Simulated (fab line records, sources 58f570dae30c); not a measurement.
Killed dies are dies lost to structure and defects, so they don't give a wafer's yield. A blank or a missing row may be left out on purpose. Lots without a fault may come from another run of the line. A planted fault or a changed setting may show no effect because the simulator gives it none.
fab line records | flow berkeley_cmos170
record lots=7 wafers=21 last_day=13
route steps=331 shown NLDD@159 SPACER@171 PSD@175 M3@331
lots that met no fault: from a run of the same line without faults
start_h: hours from the record's first day to the start of the lot's first wafer shown | wait_h: hours since the lot's step before | " the same as in the row above | L1.1+2: a row that stands for several wafers | - no value, or no start given | * or withheld: withheld | < > ~ a bound
route shown NAME@n: a module of which the file shows steps, and the number in the route of the first | usual: mean/standard deviation of fault-free wafers | same: alike in all rows | chamber/n: place in a boat | sites: the reading at each site | _std_site: their standard deviation | _edge_site: outer sites' mean less inner sites' | radius_mm: how far each site lies from the wafer's centre | mask NAME#n: copy n | behind: the tool/chamber that last shaped the wafer | hold: why the lot was held/for how many hours/how that ended | device: the transistor (n, p or np) that didn't switch | end of line: the same wafers' tests at the end of the route | a step without rows: its recipe alone | killed: dies lost to structure and defects at the first sort, not the wafer's yield | map: a wafer's dies, x killed, . not, _ none there
set.NAME: the setting as run; set.NAME@STEP: as run at that earlier step | model.NAME: the simulator's own value behind a step, which no gauge read
lots at some steps of the route; a table a step, a row a wafer
services: from which hour (start_h, from the record's first day; less than 0 if before it) a tool's chamber was out of use, for how many hours, and why
## steps
# step UCB170_NLDD_COAT_01
# recipe resist=KrF spin_rpm=1500 resist_thk_nm=900
# step UCB170_NLDD_SOFTBAKE_02
# recipe resist=KrF temp_c=130 time_s=60
# step UCB170_NLDD_EXPOSE_03
# recipe mask_id=NSELECT na=0.5 sigma_outer=0.6 source_shape=conventional target_cd_nm=1200 dose_mj=30
# step UCB170_NLDD_PEB_04
# recipe peb_temp_c=130 peb_time_s=withheld resist=KrF
# step UCB170_NLDD_DEVELOP_05
# recipe developer=TMAH develop_time_s=45 resist=KrF dev_temp_c=21
# step UCB170_NLDD_CD_MEAS_06
# recipe target_cd_nm=1200
# usual cd_nm=1200.3/1.5
# columns lot.wafer tool chamber start_h wait_h cd_nm
L826.3 cd_sem-01 - 158.01 - 1198.9
L826.4 " - " " 1197.9
L826.5 " - " " 1198.0
L829.1 cd_sem-02 - 180.90 - 1201.2
L829.4 " - " " 1200.7
L829.6 " - " " 1200.5
L842.2 cd_sem-02 - 244.57 - 1200.2
L842.4 " - " " 1202.0
L842.6 " - " " 1200.6
L846.1 cd_sem-01 - 264.16 - 1200.5
L846.4 " - " " 1201.0
L846.5 " - " " 1201.4
L845.2 cd_sem-01 - 264.50 - 1199.9
L845.3 " - " " 1199.4
L845.5 " - " " 1200.5
L843.1 cd_sem-02 - 264.78 - 1199.9
L843.5 " - " " 1201.4
L843.6 " - " " 1201.8
L849.1 cd_sem-01 - 287.12 - 1202.2
L849.4 " - " " 1201.6
L849.5 " - " " 1201.9
# step UCB170_NLDD_OVL_MEAS_07
# usual NLDD_OVL=-2/5.6
# columns lot.wafer tool chamber start_h wait_h NLDD_OVL[nm]
L826.3 overlay-02 - 158.10 0.1 0
L826.4 " - " " 1
L826.5 " - " " 0
L829.1 overlay-01 - 181.02 0.1 3
L829.4 " - " " 3
L829.6 " - " " 3
L842.2 overlay-02 - 244.68 0.1 -10
L842.4 " - " " -8
L842.6 " - " " -10
L846.1 overlay-01 - 264.28 0.1 -3
L846.4 " - " " -1
L846.5 " - " " -2
L845.2 overlay-01 - 264.60 0.1 1
L845.3 " - " " 5
L845.5 " - " " 8
L843.1 overlay-02 - 264.90 0.1 -7
L843.5 " - " " -5
L843.6 " - " " -4
L849.1 overlay-02 - 287.24 0.1 -1
L849.4 " - " " 4
L849.5 " - " " 5
# step UCB170_NLDD_IMPLANT_08
# recipe species=As dose_cm2=5e+13 energy_kev=30 tilt_deg=7 rotation_deg=0
# step UCB170_NLDD_IMPLANT_09
# recipe species=As dose_cm2=5e+13 energy_kev=30 tilt_deg=7 rotation_deg=180
# step UCB170_NLDD_STRIP_10
# recipe chemistry=O2 power_w=400 pressure_mtorr=3500 platen_temp_c=withheld o2_flow_sccm=400 overash_fraction=0.5
# usual drypump_motor_current_A=5.9/0.42 oes_product_au=0.735/0.0045 strip_time_to_endpoint_s=21.61/0.054
# columns lot.wafer tool chamber start_h wait_h drypump_motor_current_A oes_product_au rf_hours_counter_h strip_time_to_endpoint_s
L826.3 plasma_asher-02 0 158.46 0.1 6.3 0.728 - 21.60
L826.4 " 1 " " 5.8 0.732 - 21.60
L826.5 " 1 " " 5.8 0.730 - 21.64
L829.1 plasma_asher-04 0 181.36 0.1 5.7 0.729 41 21.59
L829.4 " 1 " " 5.3 0.733 - 21.61
L829.6 " 1 " " 5.2 0.731 - 21.61
L842.2 plasma_asher-04 1 245.01 0.1 5.2 0.732 48 21.67
L842.4 " 0 " " 5.6 0.737 - 21.60
L842.6 " 0 " " 5.7 0.736 - 21.63
L846.1 plasma_asher-01 1 264.62 0.1 6.4 0.739 54 21.65
L846.4 " 0 " " 6.2 0.739 - 21.52
L846.5 " 1 " " 6.4 0.742 - 21.61
L845.2 plasma_asher-04 0 264.93 0.1 5.7 0.743 49 21.59
L845.3 " 0 " " 5.7 0.727 - 21.57
L845.5 " 1 " " 5.3 0.734 - 21.62
L843.1 plasma_asher-01 0 265.23 0.1 6.2 0.725 54 21.54
L843.5 " 1 " " 6.4 0.734 - 21.65
L843.6 " 0 " " 6.2 0.733 - 21.60
L849.1 plasma_asher-04 0 287.57 0.1 5.7 0.728 50 21.61
L849.4 " 1 " " 5.3 0.733 - 21.60
L849.5 " 1 " " 5.3 0.726 - 21.67
# step UCB170_NLDD_TW_MEAS_11
# usual NLDD_TW=2222/21
# columns lot.wafer tool chamber start_h wait_h NLDD_TW
L826.3 film_metro-02 - 158.54 0.1 2184
L826.4 " - " " 2184
L826.5 " - " " 2194
L829.1 film_metro-03 - 181.45 0.1 2239
L829.4 " - " " 2234
L829.6 " - " " 2224
L842.2 film_metro-01 - 245.12 0.1 2203
L842.4 " - " " 2202
L842.6 " - " " 2209
L846.1 film_metro-01 - 264.72 0.1 2223
L846.4 " - " " 2214
L846.5 " - " " 2219
L845.2 film_metro-03 - 265.04 0.1 2251
L845.3 " - " " 2246
L845.5 " - " " 2231
L843.1 film_metro-03 - 265.33 0.1 2242
L843.5 " - " " 2253
L843.6 " - " " 2241
L849.1 film_metro-03 - 287.67 0.1 2250
L849.4 " - " " 2244
L849.5 " - " " 2249
# step UCB170_NLDD_CLEAN_12
# recipe chemistry=SPM temp_c=120 time_s=600
# step UCB170_SPACER_CVD_00
# recipe material=SiO2 target_thk_nm=376 temp_c=390 precursor=TEOS/O2 time_s=47 rf_w=550 pressure_mtorr=9000
# usual heater_power_w=293/50 rf_fwd_power_W=542.6/2.3
# columns lot.wafer tool chamber start_h wait_h heater_power_w rf_fwd_power_W model.SiO2_of_SPACER_CVD_00.thk_nm
L826.3 pecvd-01 1 158.76 0.0 373 544.5 371.4
L826.4 " 2 " " 227 538.9 370.2
L826.5 " 0 " " 349 542.2 369.1
L829.1 pecvd-03 2 181.69 0.0 219 547.1 373.3
L829.4 " 2 " " 242 543.4 377.3
L829.6 " 1 " " 292 537.6 380.6
L842.2 pecvd-01 2 245.34 0.0 235 543.9 362.7
L842.4 " 1 " " 381 543.4 375.4
L842.6 " 0 " " 185 759.4 413.8
L845.2 pecvd-03 0 265.71 0.0 283 541.5 366.6
L845.3 " 1 " " 270 543.2 372.8
L845.5 " 1 " " 272 541.2 386.5
L846.1 pecvd-01 2 265.71 0.0 224 545.2 370.1
L846.4 " 0 " " 262 764.1 413.6
L846.5 " 2 " " 240 545.5 374.1
L843.1 pecvd-01 1 265.76 0.0 395 544.2 374.5
L843.5 " 0 " " 283 759.0 414.2
L843.6 " 2 " " 166 542.9 368.7
L849.1 pecvd-02 1 287.91 0.0 245 537.6 366.7
L849.4 " 1 " " 258 540.7 369.9
L849.5 " 2 " " 337 544.4 369.2
# step UCB170_SPACER_THK_MEAS_01
# recipe reads=SiO2_of_SPACER_CVD_00
# usual SPACER_TEOS_THK=373/5.3
# columns lot.wafer tool chamber start_h wait_h SPACER_TEOS_THK[nm]
L826.3 film_metro-04 - 158.82 0.0 372
L826.4 " - " " 370
L826.5 " - " " 369
L829.1 film_metro-02 - 181.73 0.0 373
L829.4 " - " " 377
L829.6 " - " " 381
L842.2 film_metro-01 - 245.40 0.0 362
L842.4 " - " " 375
L842.6 " - " " 413
L846.1 film_metro-04 - 265.76 0.0 370
L846.4 " - " " 413
L846.5 " - " " 374
L845.2 film_metro-02 - 265.77 0.0 367
L845.3 " - " " 373
L845.5 " - " " 386
L843.1 film_metro-04 - 265.82 0.0 374
L843.5 " - " " 415
L843.6 " - " " 369
L849.1 film_metro-02 - 287.95 0.0 366
L849.4 " - " " 370
L849.5 " - " " 369
# step UCB170_SPACER_ANNEAL_02
# recipe temp_c=900 time_s=1800 ambient=N2
# step UCB170_SPACER_ETCHBACK_03
# recipe stop_on=Si target=SiO2 chemistry=CHF3/CF4/Ar CHF3_flow_sccm=50 cf4_flow_sccm=10 Ar_flow_sccm=120 pressure_mtorr=200 rf_w=500 target_depth_a=3760 time_s=100
# usual cf4_flow_sccm=10.01/0.032 drypump_motor_current_A=5.9/0.58 oes_product_au=0.899/0.014 throttle_valve_pct=6.49/0.1
# columns lot.wafer tool chamber start_h wait_h cf4_flow_sccm drypump_motor_current_A oes_product_au rf_hours_counter_h throttle_valve_pct model.etch.depth_nm
L826.3 rie_diel-04 2 164.30 0.0 9.97 5.4 0.891 18 6.53 371.4
L826.4 " 0 " " 9.96 6.0 0.892 3 6.41 370.2
L826.5 " 3 " " 10.08 5.7 0.894 - 6.33 369.1
L829.1 rie_diel-03 0 187.31 0.0 10.02 6.1 0.886 82 6.52 373.3
L829.4 " 3 " " 9.98 6.8 0.900 37 6.41 377.3
L829.6 " 0 " " 9.97 6.1 0.909 - 6.52 380.6
L842.2 rie_diel-04 2 250.09 0.0 10.00 5.4 0.885 22 6.53 362.7
L842.4 " 1 " " 10.02 6.6 0.923 86 6.64 375.4
L842.6 " 1 " " 10.02 6.5 0.993 - 6.67 413.8
L845.2 rie_diel-01 0 278.37 0.0 9.99 5.3 0.875 74 6.46 366.6
L845.3 " 2 " " 10.02 5.0 0.902 2 6.61 372.8
L845.5 " 3 " " 9.98 6.6 0.938 - 6.33 386.5
L846.1 rie_diel-04 2 278.37 0.0 9.98 5.4 0.890 23 6.54 370.1
L846.4 " 0 " " 9.98 5.9 0.972 - 6.42 413.6
L846.5 " 1 " " 9.94 6.5 0.923 - 6.66 374.1
L843.1 rie_diel-04 2 278.45 0.1 10.02 5.4 0.894 23 6.54 374.5
L843.5 " 1 " " 10.06 6.5 0.994 - 6.65 414.2
L843.6 " 0 " " 9.98 5.9 0.879 - 6.41 368.7
L849.1 rie_diel-04 1 295.21 0.0 10.04 6.5 0.905 88 6.66 366.7
L849.4 " 3 " " 9.99 5.7 0.917 4 6.34 369.9
L849.5 " 3 " " 9.98 5.7 0.921 - 6.34 369.2
# step UCB170_PSD_HMDS_00
# recipe prime_time_s=60 prime_temp_c=100
# step UCB170_M3_PROBE_99
# columns lot.wafer tool chamber start_h wait_h model.etest.pplus_sal.width_nm model.etest.nplus_sal.width_nm model.etest.nmos_0p35.r_on_ohm_um model.etest.nmos_0p6.r_on_ohm_um model.etest.field_p_metal.vt_v model.etest.field_n_metal.vt_v model.etest.pplus_sal.line_ohm_um model.etest.nplus_sal.line_ohm_um
L826.3 prober-02 - 196.71 0.2 722.7 725 1412 2209 -58.88 51.86 5.112 5.024
L826.4 prober-02 - 196.76 0.2 728.4 739.1 1400 2186 -58.18 51.15 5.031 4.95
L826.5 prober-02 - 196.81 0.2 734.8 733.7 1420 2232 -57.77 50.89 5.019 4.991
L829.1 prober-02 - 214.43 0.1 734.7 732.9 1478 2295 -58.66 51.91 5.007 4.985
L829.4 prober-02 - 214.58 0.2 667.4 667.1 1463 2262 -61.19 53.98 5.562 5.594
L829.6 prober-02 - 214.68 0.2 713.3 717.6 1471 2280 -59.33 52.34 5.215 5.136
L842.2 prober-01 - 274.24 0.1 720.4 722.5 1425 2244 -59 51.61 5.008 5.006
L842.4 prober-01 - 274.34 0.2 688 690.2 1462 2261 -60.29 52.77 5.355 5.265
L842.6 prober-01 - 274.44 0.2 613.2 615.6 1549 2380 -61.81 54.31 6.028 5.848
L846.1 prober-02 - 309.37 0.1 704 704.7 1456 2294 -60.19 52.84 5.207 5.035
L846.4 prober-02 - 309.52 0.2 635.6 630.8 1517 2372 -62.15 54.15 5.742 5.624
L846.5 prober-02 - 309.57 0.2 711.9 711.6 1476 2322 -59.72 52.26 5.088 5.063
L845.2 prober-01 - 312.44 0.1 724.2 724.1 1464 2320 -58.03 51.2 5.206 5.148
L845.3 prober-01 - 312.49 0.2 733.8 733 1438 2280 -58.02 51 4.979 4.845
L845.5 prober-01 - 312.59 0.2 680.4 682.7 1495 2324 -59.56 52.73 5.352 5.321
L843.1 prober-01 - 313.39 0.1 722.8 727.1 1486 2357 -58.64 50.97 5.041 4.946
L843.5 prober-01 - 313.59 0.2 648.9 648.9 1554 2432 -61 53.24 5.642 5.562
L843.6 prober-01 - 313.64 0.2 738.1 735.5 1470 2306 -59.05 51.48 4.924 4.847
L849.1 prober-01 - 322.83 0.1 725 728.3 1448 2270 -58.15 51.99 4.987 4.85
L849.4 prober-01 - 322.98 0.2 713.3 713.3 1439 2278 -59.18 52.9 5.089 5.008
L849.5 prober-01 - 323.03 0.2 731.4 727 1460 2298 -58.55 52.13 4.97 4.938
# killed by level:class
L826.3 M2:geometric_particle:short=1
L826.4 FIELD:geometric_particle:open=1 SACOX:geometric_particle:open=1 GATE:geometric_particle:short=1 SPACER:geometric_particle:open=1 SILICIDE:geometric_particle:short=1 M3:geometric_particle:short=1
L826.5 ACTIVE:geometric_particle:open=1 SILICIDE:geometric_particle:open=1
L829.1 SACOX:geometric_particle:short=1 GATE:geometric_particle:short=1 SILICIDE:geometric_particle:short=1
L829.4 GATE:geometric_particle:open=2 SACOX:geometric_particle:short=1 M1:geometric_particle:open=1
L829.6 START:geometric_particle:open=1 FIELD:geometric_particle:short=1 GATE:geometric_particle:short=1 GATE:geometric_particle:open=1 M3:geometric_particle:short=1
L846.1 NSD:coat_microbubble_printed=2 GATE:geometric_particle:open=1 SPACER:geometric_particle:short=1
L846.4 WELLDRIVE:geometric_particle:short=1
L846.5 FIELD:geometric_particle:open=1 SCREENOX:geometric_particle:open=1
L845.2 FIELD:geometric_particle:short=1 CONTACT:geometric_particle:open=1 M2:geometric_particle:open=1
L845.3 WELLDRIVE:geometric_particle:open=1 SILICIDE:geometric_particle:open=1 ACTIVE:area_etch=1
L845.5 GATE:geometric_particle:short=1 CONTACT:geometric_particle:short=1
L849.1 SACOX:geometric_particle:short=1 M2:geometric_particle:open=1
L849.4 GATE:geometric_particle:short=1 V1:geometric_particle:short=1
L849.5 SILICIDE:geometric_particle:short=1
## services
# columns tool chamber start_h hours kind
pecvd-02 - 135.50 14.0 pm
plasma_asher-01 - 141.74 0.5 repair
rie_diel-01 2 142.26 6.0 repair
pecvd-02 - 149.50 14.6 pm
rie_diel-01 - 152.41 2.5 repair
rie_diel-04 - 177.76 0.4 repair
pecvd-02 - 184.07 1.4 repair
pecvd-01 1 199.15 7.1 repair
pecvd-01 - 200.19 0.7 repair
rie_diel-01 - 201.80 2.5 repair
pecvd-02 - 202.97 1.6 repair
rie_diel-04 1 212.88 9.4 repair
pecvd-03 1 214.85 16.3 repair
pecvd-03 - 218.76 1.2 repair
rie_diel-01 3 230.74 6.7 repair
rie_diel-04 0 232.12 10.1 repair
pecvd-03 - 242.50 14.0 pm
pecvd-01 - 256.46 6.0 pm
plasma_asher-02 - 256.94 2.7 repair
rie_diel-03 0 267.77 7.1 repair
pecvd-02 - 273.00 0.6 repair
rie_diel-04 3 277.39 6.5 repair
pecvd-01 0 278.56 8.6 repair
pecvd-03 0 281.78 22.3 repair
## key
first_sign step=UCB170_SPACER_CVD_00 reading=rf_fwd_power_W direction=up sigmas=94 usual=542.6 struck=760.9
effect step=UCB170_SPACER_THK_MEAS_01 reading=SPACER_TEOS_THK direction=up sigmas=7.8 usual=373 struck=414
effect step=UCB170_SPACER_ETCHBACK_03 reading=oes_product_au direction=up sigmas=6.1 usual=0.899 struck=0.986
model_effect step=UCB170_SPACER_CVD_00 value=SiO2_of_SPACER_CVD_00.thk_nm without=373.6 struck=413.9
model_effect step=UCB170_SPACER_ETCHBACK_03 value=etch.depth_nm without=373.6 struck=413.9
model_effect step=UCB170_M3_PROBE_99 value=etest.pplus_sal.width_nm without=716.4 struck=632.6
met_at UCB170_SPACER_CVD_00
struck_wafers L842.6,L843.5,L846.4
sort_left_out L842.6,L843.5
tester_left_out L842,L843,L846
onset_between 158.76 245.34
fault kind=process_parameter_drift tool=pecvd-01 chamber=0 onset_h=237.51 steps=UCB170_SPACER_CVD_00 channel=rf_w offset=220 shape=step end_h=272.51 acts_in=these_recipes_only stated=550
# tester_left_out: of these lots the tester's yield and bins aren't shown, on N5 and GAA mostly nor the transistor test; their killed dies are dies lost to structure and defects alone, not to doping, threshold or leakage, so they don't give the yield
# sort_left_out: the simulated sort isn't trusted on such a fault, so these wafers' sort isn't shown, and their yield isn't known
